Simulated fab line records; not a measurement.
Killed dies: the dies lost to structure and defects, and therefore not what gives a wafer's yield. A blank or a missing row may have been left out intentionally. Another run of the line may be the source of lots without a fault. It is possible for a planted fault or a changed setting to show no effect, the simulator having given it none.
The tool behind it: which one? -- flow berkeley-cmos170 -- 42 wafers from 14 lots sampled at 3 of the route's 331 steps

== WHAT THE GAUGES SHOWED, per wafer ==
UCB170_PLDD_TW_MEAS_11.
lot,measured,on,PLDD_TW
L937,day 7 17:01,film-metro-01,1012 1012 1006
L938,day 8 01:33,film-metro-01,1013 1006 1011
L941,day 8 10:35,film-metro-01,1010 1005 1010
L939,day 8 10:52,film-metro-04,1001 1009 1009
L942,day 8 10:58,film-metro-04,1086 1084 1085
L940,day 8 11:06,film-metro-04,1007 1005 1003
L943,day 8 23:19,film-metro-01,1013 1011 1009
L947,day 9 11:48,film-metro-04,1099 1095 1095
L951,day 10 06:19,film-metro-04,1014 1007 1009
L950,day 10 06:33,film-metro-04,1013 1008 1013
L952,day 11 04:40,film-metro-04,1005 1005 1002
L955,day 11 04:57,film-metro-01,1011 1008 1011
L959,day 12 12:13,film-metro-02,996 994 997
L958,day 12 12:28,film-metro-01,1011 1015 1013

UCB170_SDANNEAL_RS_MEAS_04: the measuring method here is four-point-probe.
lot,measured,on,PLDD_RS (ohm/sq)
L937,day 8 10:23,film-metro-04,1034 1035 1038
L938,day 8 14:29,film-metro-04,1033 1029 1029
L941,day 9 00:47,film-metro-01,1029 1032 1031
L939,day 9 01:05,film-metro-04,1030 1032 1032
L942,day 9 01:33,film-metro-01,852 853 852
L940,day 9 01:17,film-metro-02,1028 1030 1030
L943,day 9 15:13,film-metro-01,1030 1032 1032
L947,day 10 01:32,film-metro-01,851 854 853
L951,day 10 21:54,film-metro-04,1037 1036 1036
L950,day 10 21:56,film-metro-02,1025 1030 1030
L952,day 11 20:23,film-metro-01,1035 1035 1035
L955,day 11 19:39,film-metro-01,1035 1035 1037
L959,day 13 00:52,film-metro-01,1039 1035 1034
L958,day 13 02:12,film-metro-02,1031 1030 1032

== EACH LOT AND THE TOOL THAT RAN IT (in order: tool; ch and the chambers of the sampled wafers; start) ==
lot,UCB170_PLDD_IMPLANT_08
L937,"implanter-03 ch 0, day 7 16:37"
L938,"implanter-03 ch 0, day 8 01:09"
L941,"implanter-02 ch 0, day 8 10:11"
L939,"implanter-01 ch 0, day 8 10:30"
L942,"implanter-03 ch 0, day 8 10:32"
L940,"implanter-02 ch 0, day 8 10:42"
L943,"implanter-01 ch 0, day 8 22:55"
L947,"implanter-03 ch 0, day 9 11:25"
L951,"implanter-02 ch 0, day 10 05:55"
L950,"implanter-01 ch 0, day 10 06:09"
L952,"implanter-02 ch 0, day 11 04:17"
L955,"implanter-02 ch 0, day 11 04:33"
L959,"implanter-02 ch 0, day 12 11:50"
L958,"implanter-01 ch 0, day 12 12:04"
- UCB170_PLDD_IMPLANT_08

== WHAT THE TOOLS THEMSELVES READ (means of the sampled wafers that have a number; where no wafer has one, the mark that the record gives instead) ==
UCB170_PLDD_IMPLANT_08.
lot,tool,beam-on-s (s),dose-ions-cm2,faraday-current-uA
L937,implanter-03,10.07,5e+13,158
L938,implanter-03,10.21,5e+13,156
L941,implanter-02,9.89,5e+13,161
L939,implanter-01,9.93,5e+13,160
L942,implanter-03,11.97,8e+13,206
L940,implanter-02,9.95,5e+13,159
L943,implanter-01,9.97,5e+13,159
L947,implanter-03,11.95,8e+13,206
L951,implanter-02,9.90,5e+13,160
L950,implanter-01,10.35,5e+13,153
L952,implanter-02,9.90,5e+13,160
L955,implanter-02,10.09,5e+13,158
L959,implanter-02,9.87,5e+13,161
L958,implanter-01,9.91,5e+13,160

== THE ANSWER, worked out from the rows above alone ==
Rule: the lots themselves supply what counts as usual. Put in order of their means at a reading, lots are off if they are a third of the lots or fewer, leave a main group of 4 or more, and stand apart from it by a gap of 3 or more times the standard deviation of the main group's means; of several such gaps the widest counts. If all means in a main group match to the digits the tables above print for the reading, that group is not used. A lot without any number at a reading at which 4 lots or more have one is off too. All remaining lots with rows at the step are treated as sound. After the gauges, taken in route order, come the tools' own readings; for these a lot's mean is taken, as printed above. The first step at which some lot is off is used, and at that step the reading that is off furthest; a lot without a number counts as furthest.
Off: L942, L947, seen at UCB170_PLDD_TW_MEAS_11 (PLDD_TW). Mean 1008 and standard deviation 4.5 in the main group.
If a tool, at a process step before that reading, ran all the lots that are off and no sound lot after the first of them, it fits. Not tried: the gauges at UCB170_PLDD_TW_MEAS_11; whatever is off there is also off at UCB170_SDANNEAL_RS_MEAS_04, on other tools, and gauge error can't account for it. One fits: implanter-03 at UCB170_PLDD_IMPLANT_08. A fault onset in the window from L938 (day 8 01:09, its last sound lot) to L942 (day 8 10:32, its first lot off) fits.
The tool's own readings at UCB170_PLDD_IMPLANT_08 bear it out: on the lots that are off they differ by more than 5 times the standard deviation of the sound lots' means. beam-on-s reads 11.96 s there against 10.00 s on the sound lots; dose-ions-cm2 reads 8e+13 there against 5e+13 on the sound lots; faraday-current-uA reads 206 there against 159 on the sound lots.

== WHAT HAD BEEN PUT IN BY THE SIMULATOR ==
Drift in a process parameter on implanter-03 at UCB170_PLDD_IMPLANT_08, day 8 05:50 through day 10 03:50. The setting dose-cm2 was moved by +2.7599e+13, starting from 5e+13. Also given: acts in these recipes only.
Struck lots among those shown: L942, L947. Same finding as the rule above.
